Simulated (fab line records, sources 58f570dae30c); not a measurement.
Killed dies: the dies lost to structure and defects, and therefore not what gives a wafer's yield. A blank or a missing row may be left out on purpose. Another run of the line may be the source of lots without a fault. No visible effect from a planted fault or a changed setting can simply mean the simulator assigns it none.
Struck lot and sound lot, side by side || flow berkeleyCmos170 || 36 steps out of a route of 331
Sound: these wafers, L588.1, L588.3, L588.5. The struck wafers were L596.1, L596.5, L596.6. The cause comes at the end.
At each step with rows: each side's tool, then ch and its chambers, then its first start. Under that, the readings that differ: sound wafers || struck wafers || difference of the means || sigmas: that difference in standard deviations of wafers without a fault.
alike: readings whose means differ by less than 2 such deviations, and words and numbers that are the same on both sides. not compared: withheld readings, readings that some wafer has no value for, bounds like >300 that may hide the same value, and numbers for which the record gives no deviation and whose values overlap.
The two part at a step that has a row with sigmas, a row that says differs or no value, or rows on one side only. Non-overlapping numbers with no deviation appear without sigmas and do not part them. A reading that every wafer of one side lacks parts them only if that side has two wafers or more.

UCB170_SPACER_CVD_00: deposits SiO2 from TEOS/O2, target thk 376 nm, time 47 s.
  sound on pecvd-04 ch 1,2, day 8 17:33; struck on pecvd-01 ch 0,1, day 10 12:15
  alike: heaterPowerW
UCB170_SPACER_THK_MEAS_01:
  sound: filmMetro-03 at day 8 17:35; struck: filmMetro-04 at day 10 12:17
  alike: SPACER_TEOS_THK
then, 8 steps without rows for these wafers: UCB170_SPACER_ANNEAL_02 (time 1800 s); UCB170_SPACER_ETCHBACK_03 (etches SiO2 in CHF3/CF4/Ar, stops on Si, target depth 376 nm, time 100 s); UCB170_PSD_HMDS_00 (prime time 60 s); UCB170_PSD_COAT_01 (resist thk 900 nm); UCB170_PSD_SOFTBAKE_02 (time 60 s); UCB170_PSD_EXPOSE_03 (exposes mask PSELECT MOD, target cd 1200 nm); UCB170_PSD_PEB_04; UCB170_PSD_DEVELOP_05 (develop time 45 s).
UCB170_PSD_CD_MEAS_06 targets a cd of 1200 nm.
  sound: cdSem-01 at day 9 01:58; struck: cdSem-01 at day 10 19:45
  alike: cdNm
UCB170_PSD_OVL_MEAS_07:
  sound: overlay-01 at day 9 02:05; struck: overlay-02 at day 10 19:52
  alike: PSD_OVL
UCB170_PSD_IMPLANT_08:
  sound on implanter-04 ch 0, day 9 02:07; struck on implanter-01 ch 0, day 10 19:55
{"reading": "beamOnS (s)", "sound": "10.03 10.11 9.72", "struck": "10.83 10.63 10.57", "difference": "+0.72", "sigmas": "+4"}
{"reading": "doseIonsCm2", "sound": "3.005e+15 2.996e+15 3.006e+15", "struck": "5.3e+15 5.301e+15 5.302e+15", "difference": "+2.3e+15", "sigmas": "+99 or more"}
{"reading": "endStationPressureTorr (Torr)", "sound": "1.19e-05 1.11e-05 1.29e-05", "struck": "1.78e-05 1.7e-05 1.6e-05", "difference": "+4.97e-06", "sigmas": "+7"}
{"reading": "faradayCurrentUA", "sound": "9240 9153 9493", "struck": "14879 15253 15130", "difference": "+5792", "sigmas": "+32"}
UCB170_PSD_STRIP_09: strips in O2.
  sound on plasmaAsher-02 ch 0,1, day 9 02:16; struck on plasmaAsher-03 ch 0,1, day 10 20:04
{"reading": "oesProductAu (a.u.)", "sound": "0.606 0.592 0.599", "struck": "0.536 0.530 0.530", "difference": -0.067, "sigmas": -16}
{"reading": "stripTimeToEndpointS (s)", "sound": "29.35 29.43 29.49", "struck": "36.05 36.06 36.05", "difference": "+6.63", "sigmas": "+99"}
  alike: drypumpMotorCurrentA
  not compared: rfHoursCounterH
UCB170_PSD_TW_MEAS_10:
  sound: filmMetro-02 at day 9 02:22; struck: filmMetro-01 at day 10 20:23
{"reading": "PSD_TW", "sound": "2334 2332 2328", "struck": "2725 2735 2714", "difference": "+393", "sigmas": "+33"}
  not compared: hold
then, 6 steps without rows for these wafers: UCB170_NSD_HMDS_00 (prime time 60 s); UCB170_NSD_COAT_01 (resist thk 900 nm); UCB170_NSD_SOFTBAKE_02 (time 60 s); UCB170_NSD_EXPOSE_03 (exposes mask NSELECT MOD, target cd 1200 nm); UCB170_NSD_PEB_04; UCB170_NSD_DEVELOP_05 (develop time 45 s).
UCB170_NSD_CD_MEAS_06 targets a cd of 1200 nm.
  sound: cdSem-01 at day 9 03:26; struck: cdSem-01 at day 11 02:10
  alike: cdNm
UCB170_NSD_OVL_MEAS_07:
  sound: overlay-02 at day 9 03:34; struck: overlay-02 at day 11 02:17
{"reading": "NSD_OVL (nm)", "sound": "1 -3 -3", "struck": "16 13 10", "difference": "+15", "sigmas": "+3"}
after that, 1 step had no rows for these wafers: UCB170_NSD_IMPLANT_08.
UCB170_NSD_STRIP_09: strips in O2.
  sound on plasmaAsher-01 ch 1, day 9 03:45; struck on plasmaAsher-01 ch 0,1, day 11 02:28
  alike: drypumpMotorCurrentA, oesProductAu, stripTimeToEndpointS
  not compared: rfHoursCounterH
UCB170_NSD_TW_MEAS_10:
  sound: filmMetro-01 at day 9 03:51; struck: filmMetro-03 at day 11 02:37
  alike: NSD_TW
then, 4 steps without rows for these wafers: UCB170_NSD_CLEAN_11 (cleans in SPM, time 600 s); UCB170_BACKSIDE_HMDS_00 (prime time 60 s); UCB170_BACKSIDE_COAT_01 (resist thk 900 nm); UCB170_BACKSIDE_SOFTBAKE_02 (time 60 s).
UCB170_BACKSIDE_STRIP_03: strips in O2.
  sound on plasmaAsher-04 ch 0,1, day 9 04:32; struck on plasmaAsher-04 ch 0,1, day 11 03:35
  alike: drypumpMotorCurrentA, oesProductAu, stripTimeToEndpointS
  not compared: rfHoursCounterH
then, 1 step without rows for these wafers: UCB170_BACKSIDE_CLEAN_04 (cleans in SPM, time 600 s).
UCB170_SDANNEAL_RTA_00: time 10 s.
  sound on rtpAnneal-01 ch 0, day 9 04:49; struck on rtpAnneal-02 ch 0, day 11 04:01
  alike: lampPowerPct, wafer_temp_C_max
UCB170_SDANNEAL_RTA_01: time 5 s.
  sound on rtpAnneal-01 ch 0, day 9 04:52; struck on rtpAnneal-02 ch 0, day 11 04:05
  alike: lampPowerPct, wafer_temp_C_max
UCB170_SDANNEAL_RS_MEAS_02: the measuring method here is four-point-probe.
  sound: filmMetro-03 at day 9 04:56; struck: filmMetro-01 at day 11 04:25
{"reading": "PSD_RS (ohm/sq)", "sound": "75.3 74.9 75.1", "struck": "55.2 55.5 55.4", "difference": -19.7, "sigmas": -58}
  not compared: hold
UCB170_M3_PROBE_99:
  rows exist in the record for the sound wafers here (prober-01, day 10 01:38), none for the struck ones

WHERE THEY PART
First at UCB170_PSD_IMPLANT_08; last, within this record, at UCB170_M3_PROBE_99.

WHY: whatever the simulator had introduced
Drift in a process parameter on implanter-01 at UCB170_PSD_IMPLANT_08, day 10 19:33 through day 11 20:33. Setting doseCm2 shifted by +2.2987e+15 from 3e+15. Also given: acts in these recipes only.
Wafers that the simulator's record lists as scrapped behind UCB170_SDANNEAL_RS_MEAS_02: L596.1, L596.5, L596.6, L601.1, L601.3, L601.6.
